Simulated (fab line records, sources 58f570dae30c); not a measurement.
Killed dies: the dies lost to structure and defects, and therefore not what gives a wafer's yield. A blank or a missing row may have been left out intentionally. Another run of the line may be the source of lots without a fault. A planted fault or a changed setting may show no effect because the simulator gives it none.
Which tool was responsible? -- flow berkeley-cmos170 -- Sampling: 14 lots, 42 wafers, 5 of 331 route steps

## WHAT EACH GAUGE READ, for each wafer
UCB170_M1_OVL_MEAS_10.
lot,measured,on,M1_OVL (nm)
L394,day 6 22:48,overlay-02,8 3 6
L395,day 7 18:03,overlay-02,2 -2 9
L397,day 8 02:42,overlay-01,9 2 3
L398,day 8 03:17,overlay-02,8 14 10
L400,day 8 20:30,overlay-01,2 -1 -1
L399,day 8 21:17,overlay-01,7 7 10
L401,day 9 04:04,overlay-02,-1 -5 -5
L402,day 9 04:23,overlay-01,3 7 0
L403,day 9 05:40,overlay-01,-2 0 0
L410,day 11 02:14,overlay-02,5 4 3
L412,day 11 02:46,overlay-02,7 9 9
L411,day 11 03:11,overlay-01,-1 -5 10
L413,day 11 10:08,overlay-02,-2 1 7
L417,day 11 23:59,overlay-02,-5 7 -2

UCB170_V1_CD_MEAS_12: target cd 700 nm.
lot,measured,on,cd-nm (nm)
L394,day 7 07:16,cd-sem-01,699.1 698.6 699.9
L395,day 8 02:02,cd-sem-01,698.3 699.3 696.8
L397,day 8 07:04,cd-sem-02,698.3 698.8 698.6
L398,day 8 10:49,cd-sem-01,700.0 701.4 699.6
L400,day 9 05:17,cd-sem-02,699.8 699.3 700.1
L399,day 9 05:37,cd-sem-01,699.9 699.4 698.9
L401,day 9 13:11,cd-sem-02,706.0 705.5 705.0
L402,day 9 13:29,cd-sem-02,704.0 704.4 704.3
L403,day 9 13:33,cd-sem-01,700.1 700.5 700.0
L410,day 11 07:41,cd-sem-02,699.8 700.9 700.8
L412,day 11 09:05,cd-sem-02,701.6 700.9 701.0
L411,day 11 08:51,cd-sem-01,699.5 700.4 698.1
L413,day 11 16:29,cd-sem-02,699.3 700.0 700.3
L417,day 12 08:16,cd-sem-02,698.4 699.4 698.4

UCB170_V1_OVL_MEAS_13.
lot,measured,on,V1_OVL (nm)
L394,day 7 07:23,overlay-02,8 10 18
L395,day 8 02:10,overlay-01,5 -1 7
L397,day 8 07:11,overlay-01,2 5 -3
L398,day 8 10:56,overlay-01,-2 7 7
L400,day 9 05:24,overlay-02,4 1 2
L399,day 9 05:44,overlay-02,5 1 3
L401,day 9 13:17,overlay-01,-8 -11 -10
L402,day 9 13:34,overlay-01,-3 6 -5
L403,day 9 13:38,overlay-01,1 -2 4
L410,day 11 07:47,overlay-01,-1 -3 1
L412,day 11 09:12,overlay-02,7 5 0
L411,day 11 08:56,overlay-01,-6 -10 -6
L413,day 11 16:37,overlay-02,-1 0 0
L417,day 12 08:23,overlay-01,-2 -1 -2

## WHAT TOOL EACH LOT RAN ON (gives the tool, then ch and the chambers of the sampled wafers, and finally the start)
lot,UCB170_M1_SPUTTER_00,UCB170_V1_PEB_10
L394,"pvd-sputter-01, day 6 20:54","litho-track-01 ch 0, day 7 06:59"
L395,"pvd-sputter-01, day 7 16:19","litho-track-04 ch 0, day 8 01:46"
L397,"pvd-sputter-04, day 8 01:30","litho-track-03 ch 0, day 8 06:48"
L398,"pvd-sputter-01, day 8 01:44","litho-track-01 ch 0, day 8 10:33"
L400,"pvd-sputter-02, day 8 18:52","litho-track-03 ch 0, day 9 05:01"
L399,"pvd-sputter-01, day 8 20:03","litho-track-03 ch 0, day 9 05:16"
L401,"pvd-sputter-02, day 9 02:43","litho-track-03 ch 0, day 9 12:55"
L402,"pvd-sputter-04, day 9 03:00","litho-track-03 ch 0, day 9 13:14"
L403,"pvd-sputter-01, day 9 04:10","litho-track-01 ch 0, day 9 13:17"
L410,"pvd-sputter-04, day 10 23:27","litho-track-01 ch 0, day 11 07:26"
L412,"pvd-sputter-01, day 10 23:38","litho-track-04 ch 0, day 11 08:49"
L411,"pvd-sputter-02, day 10 23:50","litho-track-04 ch 0, day 11 08:35"
L413,"pvd-sputter-01, day 11 08:10","litho-track-04 ch 0, day 11 16:13"
L417,"pvd-sputter-01, day 11 22:31","litho-track-01 ch 0, day 12 07:59"
- UCB170_M1_SPUTTER_00: material Al, target thk 600 nm, time 80 s.
- UCB170_V1_PEB_10

## WHAT THE TOOLS THEMSELVES READ (means of the sampled wafers that have a number; where no wafer has one, the mark that the record gives instead)
UCB170_M1_SPUTTER_00.
lot,tool,throttle-valve-pct (%)
L394,pvd-sputter-01,30.5
L395,pvd-sputter-01,30.6
L397,pvd-sputter-04,30.7
L398,pvd-sputter-01,30.6
L400,pvd-sputter-02,31.1
L399,pvd-sputter-01,30.5
L401,pvd-sputter-02,31.4
L402,pvd-sputter-04,30.2
L403,pvd-sputter-01,30.9
L410,pvd-sputter-04,30.4
L412,pvd-sputter-01,30.8
L411,pvd-sputter-02,30.9
L413,pvd-sputter-01,31.0
L417,pvd-sputter-01,31.1

UCB170_V1_PEB_10.
lot,tool,heater-power-total-W (W),plate-temp-C (C)
L394,litho-track-01,56.81,129.99
L395,litho-track-04,56.76,129.92
L397,litho-track-03,56.84,129.95
L398,litho-track-01,56.76,130.03
L400,litho-track-03,56.81,130.23
L399,litho-track-03,56.76,130.14
L401,litho-track-03,57.24,130.90
L402,litho-track-03,57.24,130.53
L403,litho-track-01,56.81,130.17
L410,litho-track-01,56.82,129.84
L412,litho-track-04,56.79,129.81
L411,litho-track-04,56.81,130.08
L413,litho-track-04,56.78,130.08
L417,litho-track-01,56.79,130.05

## THE ANSWER, worked out from the rows above alone
Rule: the lots themselves supply what counts as usual. The widest of any qualifying gaps counts: lots, ordered by their means at a reading, are off when they make up no more than a third of the lots, leave a main group of 4 or more, and stand apart from it by 3 or more times the standard deviation of that group's means. The tables above print the reading to a certain number of digits; a main group whose means all agree to those digits is not used. Also off: a lot with no number at a reading for which 4 or more lots have one. All remaining lots with rows at the step are treated as sound. First the gauges in route order, then the tools' own readings, where a lot's mean is used as printed above. At the first step where some lot is off, the reading lying furthest off is the one used; lots without a number count as furthest.
Off, at UCB170_V1_CD_MEAS_12 on cd-nm: L401, L402. Main group: mean 699.6 nm, sd 0.84.
A tool fits if, at a process step before that reading, it ran every lot that is off, and no sound lot after the first of them. Not tried: the gauges at UCB170_V1_CD_MEAS_12; whatever is off there is also off at UCB170_V1_PEB_10, on other tools, and gauge error can't account for it. One candidate fits, namely litho-track-03 at UCB170_V1_PEB_10. Its last sound lot is L399 (day 9 05:16), its first lot that is off L401 (day 9 12:55): a fault that began between those two fits.
The tool's own readings at UCB170_V1_PEB_10 bear it out: on the lots that are off they differ by more than 5 times the standard deviation of the sound lots' means. heater-power-total-W reads 57.24 W there against 56.80 W on the sound lots; plate-temp-C reads 130.72 C there against 130.02 C on the sound lots.

## WHAT THE SIMULATOR PUT IN
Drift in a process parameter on litho-track-03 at UCB170_V1_PEB_10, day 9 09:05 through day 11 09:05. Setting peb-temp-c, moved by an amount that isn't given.
Struck lots among those shown: L401, L402. The rule above reached the same finding.
